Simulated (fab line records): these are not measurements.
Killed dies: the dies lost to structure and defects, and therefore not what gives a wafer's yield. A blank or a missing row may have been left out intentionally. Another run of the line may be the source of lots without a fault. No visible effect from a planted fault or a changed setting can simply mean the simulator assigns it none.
Check for tools in common + flow rit cmos + 14 lots, 42 wafers sampled

WHAT PROMPTED THE OPENING
Of 14 lots, 2 have the reading SPACER_NITRIDE_THK flagged at RIT_SPACER_THK_MEAS_04. No-fault wafers: 248.8 nm, standard deviation 2.8.
Rule: a lot gets a flag if all its wafers with a number sit over 4 standard deviations from that mean, or if no wafer of it has a number. The rest of the lots are taken to be sound.

| lot  | measured    | on            | SPACER_NITRIDE_THK (nm), wafer by wafer | flag    |
|------|-------------|---------------|-----------------------------------------|---------|
| L796 | day 2 21:11 | film metro-04 | 250.3 252.8 251.6                       |         |
| L797 | day 3 02:14 | film metro-04 | 251.4 251.0 252.4                       |         |
| L798 | day 3 08:39 | film metro-01 | 247.0 248.1 247.0                       |         |
| L799 | day 3 13:32 | film metro-03 | 243.0 242.7 244.3                       |         |
| L801 | day 4 00:09 | film metro-03 | 249.4 247.6 248.3                       |         |
| L802 | day 4 02:56 | film metro-03 | 249.8 251.0 251.1                       |         |
| L804 | day 4 14:44 | film metro-03 | 250.3 250.6 251.3                       |         |
| L805 | day 4 19:25 | film metro-01 | 244.5 242.3 244.8                       |         |
| L806 | day 4 23:49 | film metro-03 | 252.9 253.5 253.8                       |         |
| L807 | day 5 04:31 | film metro-04 | 251.4 251.0 249.9                       |         |
| L808 | day 5 10:29 | film metro-01 | 250.0 250.2 250.0                       |         |
| L810 | day 5 21:06 | film metro-04 | 251.6 251.9 251.9                       |         |
| L811 | day 6 04:02 | film metro-04 | 281.5 279.8 280.1                       | FLAGGED |
| L813 | day 6 11:18 | film metro-04 | 272.3 272.5 272.4                       | FLAGGED |
Average over the flagged lots: 276.4 nm; offset from the usual +27.6 nm, equal to +10 standard deviations.

EACH LOT AND THE TOOL IT RAN ON
The record holds 1 process step before the reading, out of a route of 202 steps. Cell contents, in order: the tool; ch with the chambers the sampled wafers went through; the start.
| lot  | flag    | RIT_SPACER_CVD_03          |
|------|---------|----------------------------|
| L796 |         | lpcvd-02 ch 0, day 2 19:15 |
| L797 |         | lpcvd-01 ch 0, day 3 00:18 |
| L798 |         | lpcvd-01 ch 0, day 3 06:44 |
| L799 |         | lpcvd-01 ch 1, day 3 11:37 |
| L801 |         | lpcvd-01 ch 1, day 3 21:16 |
| L802 |         | lpcvd-01 ch 1, day 4 01:01 |
| L804 |         | lpcvd-01 ch 0, day 4 12:48 |
| L805 |         | lpcvd-02 ch 1, day 4 17:30 |
| L806 |         | lpcvd-02 ch 1, day 4 21:53 |
| L807 |         | lpcvd-01 ch 0, day 5 02:35 |
| L808 |         | lpcvd-02 ch 1, day 5 08:34 |
| L810 |         | lpcvd-01 ch 1, day 5 19:11 |
| L811 | FLAGGED | lpcvd-02 ch 0, day 6 02:07 |
| L813 | FLAGGED | lpcvd-02 ch 1, day 6 09:23 |
What these steps do:
- RIT_SPACER_CVD_03: deposits Si3N4 from SiH2Cl2/NH3, target thk 250 nm, time 3300 s.
- RIT_SPACER_THK_MEAS_04

FLAGGED OVER TOTAL, TOOL BY TOOL (the gauges that took the reading come last)
| step                   | tool          | lots run | flagged | share of the flagged lots | sound lots run after its first flagged lot |
|------------------------|---------------|----------|---------|---------------------------|--------------------------------------------|
| RIT_SPACER_CVD_03      | lpcvd-01      | 8        | 0       | none                      | -                                          |
| RIT_SPACER_CVD_03      | lpcvd-02      | 6        | 2       | all                       | 0                                          |
| RIT_SPACER_THK_MEAS_04 | film metro-01 | 3        | 0       | none                      | -                                          |
| RIT_SPACER_THK_MEAS_04 | film metro-03 | 5        | 0       | none                      | -                                          |
| RIT_SPACER_THK_MEAS_04 | film metro-04 | 6        | 2       | all                       | 0                                          |

WHAT THE TABLE PERMITS
lpcvd-02 at RIT_SPACER_CVD_03 and film metro-04 at RIT_SPACER_THK_MEAS_04 are the 2 rows of the table that ran each flagged lot.
- lpcvd-02 at RIT_SPACER_CVD_03 ran 6 lots, 2 of them flagged. A fault beginning between L808 (day 5 08:34), its last sound lot, and L811 (day 6 02:07), its first flagged one, fits the data.
- film metro-04 at RIT_SPACER_THK_MEAS_04 ran 6 lots, 2 of them flagged. A fault beginning between L810 (day 5 21:06), its last sound lot, and L811 (day 6 04:02), its first flagged one, fits the data.
Counting lots can't tell these 2 tools apart, because each fits a fault that began at some hour. More lots, or a look at what each step does to the wafer, might.

WHAT HAD BEEN PUT IN BY THE SIMULATOR
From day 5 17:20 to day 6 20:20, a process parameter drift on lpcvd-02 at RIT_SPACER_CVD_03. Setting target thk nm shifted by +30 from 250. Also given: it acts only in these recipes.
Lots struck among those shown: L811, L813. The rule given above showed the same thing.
